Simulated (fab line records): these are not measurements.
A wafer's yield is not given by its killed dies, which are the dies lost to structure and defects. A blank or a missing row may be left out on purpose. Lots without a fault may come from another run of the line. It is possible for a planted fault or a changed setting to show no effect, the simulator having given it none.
Which tool did it? :: flow rit-cmos :: 13 lots with 39 wafers sampled at 2 steps, on a route of 202 steps

WHAT THE GAUGES SHOWED, per wafer
RIT_CONTACT_THK_MEAS_01.
lot: L524
measured: day 3 02:41
on: film-metro-04
CONTACT_TEOS_THK (nm): 391 392 397

lot: L525
measured: day 3 06:40
on: film-metro-01
CONTACT_TEOS_THK (nm): 404 397 394

lot: L526
measured: day 3 13:33
on: film-metro-04
CONTACT_TEOS_THK (nm): 394 395 403

lot: L527
measured: day 3 19:50
on: film-metro-01
CONTACT_TEOS_THK (nm): 395 400 401

lot: L528
measured: day 3 23:05
on: film-metro-02
CONTACT_TEOS_THK (nm): 392 393 403

lot: L529
measured: day 4 02:49
on: film-metro-02
CONTACT_TEOS_THK (nm): 393 394 401

lot: L530
measured: day 4 07:41
on: film-metro-02
CONTACT_TEOS_THK (nm): 396 399 403

lot: L531
measured: day 4 14:11
on: film-metro-01
CONTACT_TEOS_THK (nm): 394 396 407

lot: L534
measured: day 5 05:02
on: film-metro-01
CONTACT_TEOS_THK (nm): 380 397 389

lot: L539
measured: day 6 08:10
on: film-metro-01
CONTACT_TEOS_THK (nm): 399 603 398

lot: L543
measured: day 7 03:14
on: film-metro-04
CONTACT_TEOS_THK (nm): 403 395 412

lot: L546
measured: day 7 16:59
on: film-metro-02
CONTACT_TEOS_THK (nm): 403 397 393

lot: L547
measured: day 7 22:31
on: film-metro-04
CONTACT_TEOS_THK (nm): 397 392 402

WHICH TOOL RAN EACH LOT (tool, then ch and the chambers of the sampled wafers, then the start)
lot: L524
RIT_CONTACT_CVD_00: pecvd-01 ch 1,2, day 3 02:38

lot: L525
RIT_CONTACT_CVD_00: pecvd-04 ch 0,1,2, day 3 06:36

lot: L526
RIT_CONTACT_CVD_00: pecvd-03 ch 0,1,2, day 3 13:30

lot: L527
RIT_CONTACT_CVD_00: pecvd-01 ch 1, day 3 19:45

lot: L528
RIT_CONTACT_CVD_00: pecvd-04 ch 1,2, day 3 23:02

lot: L529
RIT_CONTACT_CVD_00: pecvd-03 ch 0,1,2, day 4 02:46

lot: L530
RIT_CONTACT_CVD_00: pecvd-01 ch 0,1, day 4 07:38

lot: L531
RIT_CONTACT_CVD_00: pecvd-04 ch 0,1,2, day 4 14:08

lot: L534
RIT_CONTACT_CVD_00: pecvd-04 ch 0,1,2, day 5 04:59

lot: L539
RIT_CONTACT_CVD_00: pecvd-01 ch 0,2, day 6 08:07

lot: L543
RIT_CONTACT_CVD_00: pecvd-04 ch 0,1, day 7 03:10

lot: L546
RIT_CONTACT_CVD_00: pecvd-04 ch 0,1,2, day 7 16:55

lot: L547
RIT_CONTACT_CVD_00: pecvd-03 ch 0,1, day 7 22:28
- RIT_CONTACT_CVD_00: deposits SiO2 from TEOS, target thk 400 nm, time 61 s.

WHAT THE TOOLS THEMSELVES READ (means of the sampled wafers that have a number; where no wafer has one, the mark that the record gives instead)
RIT_CONTACT_CVD_00.
lot: L524
tool: pecvd-01
heater-power-w (W): 264

lot: L525
tool: pecvd-04
heater-power-w (W): 355

lot: L526
tool: pecvd-03
heater-power-w (W): 266

lot: L527
tool: pecvd-01
heater-power-w (W): 207

lot: L528
tool: pecvd-04
heater-power-w (W): 396

lot: L529
tool: pecvd-03
heater-power-w (W): 279

lot: L530
tool: pecvd-01
heater-power-w (W): 265

lot: L531
tool: pecvd-04
heater-power-w (W): 325

lot: L534
tool: pecvd-04
heater-power-w (W): 341

lot: L539
tool: pecvd-01
heater-power-w (W): 294

lot: L543
tool: pecvd-04
heater-power-w (W): 293

lot: L546
tool: pecvd-04
heater-power-w (W): 365

lot: L547
tool: pecvd-03
heater-power-w (W): 283

THE ANSWER, worked out from the rows above alone
Rule: what is usual is taken from the lots themselves. The widest of any qualifying gaps counts: lots, ordered by their means at a reading, are off when they make up no more than a third of the lots, leave a main group of 4 or more, and stand apart from it by 3 or more times the standard deviation of that group's means. The tables above print the reading to a certain number of digits; a main group whose means all agree to those digits is not used. A lot without any number at a reading at which 4 lots or more have one is off too. Any other lot the step has rows for is counted as sound. Order of review: gauges by route order, followed by the tools' own readings, for which a lot's mean as printed above is used. The first step at which some lot is off is used, and at that step the reading that is off furthest; a lot without a number counts as furthest.
Off: at RIT_CONTACT_THK_MEAS_01 (CONTACT_TEOS_THK), L539. Main group: mean 397 nm, sd 3.4.
A tool fits if, at a process step before that reading, it ran every lot that is off, and no sound lot after the first of them. The gauges at RIT_CONTACT_THK_MEAS_01 are tried like those tools. Undecided on this evidence; 2 tools fit (pecvd-01 at RIT_CONTACT_CVD_00, film-metro-01 at RIT_CONTACT_THK_MEAS_01).

WHAT THE SIMULATOR PUT IN
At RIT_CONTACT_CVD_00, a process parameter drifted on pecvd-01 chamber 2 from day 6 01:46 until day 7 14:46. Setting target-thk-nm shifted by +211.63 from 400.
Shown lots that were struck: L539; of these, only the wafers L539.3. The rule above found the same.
